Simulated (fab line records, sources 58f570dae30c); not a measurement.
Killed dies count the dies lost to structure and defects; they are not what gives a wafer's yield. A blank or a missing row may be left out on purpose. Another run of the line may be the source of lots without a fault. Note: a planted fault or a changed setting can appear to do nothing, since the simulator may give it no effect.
Shared-tool check	flow berkeley cmos170	Sampled: 14 lots, 42 wafers

## WHY THIS WAS OPENED
Of 14 lots, 2 have the reading NWELL_OXIDE_THK flagged at UCB170_NWELL_THK_MEAS_02. Wafers without a fault read 26.2 nm, standard deviation 0.44.
Rule: a lot gets a flag if all its wafers with a number sit over 4 standard deviations from that mean, or if no wafer of it has a number. All remaining lots are regarded as sound.

lot	measured	on	NWELL_OXIDE_THK (nm), wafer by wafer	flag
L103	day 2 06:07	film metro-04	26.5 26.6 27.0	
L105	day 2 14:37	film metro-04	25.7 25.8 26.1	
L106	day 3 06:11	film metro-04	26.6 26.1 26.4	
L107	day 3 06:12	film metro-01	25.6 25.9 25.7	
L108	day 3 13:23	film metro-03	26.6 26.7 27.2	
L110	day 3 22:30	film metro-04	18.5 18.4 18.6	FLAGGED
L111	day 3 22:31	film metro-03	18.5 18.4 18.6	FLAGGED
L119	day 5 18:40	film metro-01	26.9 26.7 27.1	
L120	day 5 18:41	film metro-04	26.1 25.7 26.2	
L121	day 5 18:41	film metro-03	26.2 25.8 25.8	
L122	day 5 22:40	film metro-04	26.5 26.8 27.0	
L124	day 6 13:26	film metro-04	25.7 25.8 25.9	
L125	day 6 13:26	film metro-01	25.7 25.2 25.4	
L126	day 6 21:38	film metro-01	25.9 26.1 26.5	
The mean of the flagged lots' numbers is 18.5 nm, -7.7 nm from the usual (-18 standard deviations).

## WHICH TOOL RAN EACH LOT
The record keeps 1 process step preceding the reading, out of 331 steps on the route. Cell contents, in order: the tool; ch with the chambers the sampled wafers went through; the start.
lot	flag	UCB170_NWELL_OXIDATION_01
L103		furnace-02 ch 0, day 2 04:44
L105		furnace-02 ch 0, day 2 13:10
L106		furnace-04 ch 0, day 3 04:50
L107		furnace-04 ch 0, day 3 04:50
L108		furnace-04 ch 0, day 3 12:02
L110	FLAGGED	furnace-04 ch 0, day 3 21:08
L111	FLAGGED	furnace-04 ch 0, day 3 21:08
L119		furnace-02 ch 0, day 5 17:19
L120		furnace-02 ch 0, day 5 17:19
L121		furnace-02 ch 0, day 5 17:19
L122		furnace-01 ch 0, day 5 21:19
L124		furnace-01 ch 0, day 6 12:05
L125		furnace-01 ch 0, day 6 12:05
L126		furnace-02 ch 0, day 6 20:17
What these steps do:
- UCB170_NWELL_OXIDATION_01: target thk 26.4 nm, ox time 1260 s.
- UCB170_NWELL_THK_MEAS_02

## FLAGGED AGAINST TOTAL, ONE TOOL AT A TIME (gauges that did the reading follow at the end)
step	tool	lots run	flagged	share of the flagged lots	sound lots run after its first flagged lot
UCB170_NWELL_OXIDATION_01	furnace-01	3	0	none	-
UCB170_NWELL_OXIDATION_01	furnace-02	6	0	none	-
UCB170_NWELL_OXIDATION_01	furnace-04	5	2	all	0
UCB170_NWELL_THK_MEAS_02	film metro-01	4	0	none	-
UCB170_NWELL_THK_MEAS_02	film metro-03	3	1	some	1 (L121)
UCB170_NWELL_THK_MEAS_02	film metro-04	7	1	some	3 (L120,L122,L124)

## WHAT THE TABLE PERMITS
1 row of the table ran every flagged lot: furnace-04 at UCB170_NWELL_OXIDATION_01.
- furnace-04 at UCB170_NWELL_OXIDATION_01 ran 5 lots, 2 of them flagged. Last sound lot L108 at day 3 12:02, first flagged lot L110 at day 3 21:08; a fault beginning in between fits.
What remains is a single tool, furnace-04 at UCB170_NWELL_OXIDATION_01.

## WHAT THE SIMULATOR HAD PUT IN
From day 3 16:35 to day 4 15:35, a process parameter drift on furnace-04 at UCB170_NWELL_OXIDATION_01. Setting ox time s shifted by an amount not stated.
Lots struck among those shown: L110, L111. The rule given above showed the same thing.
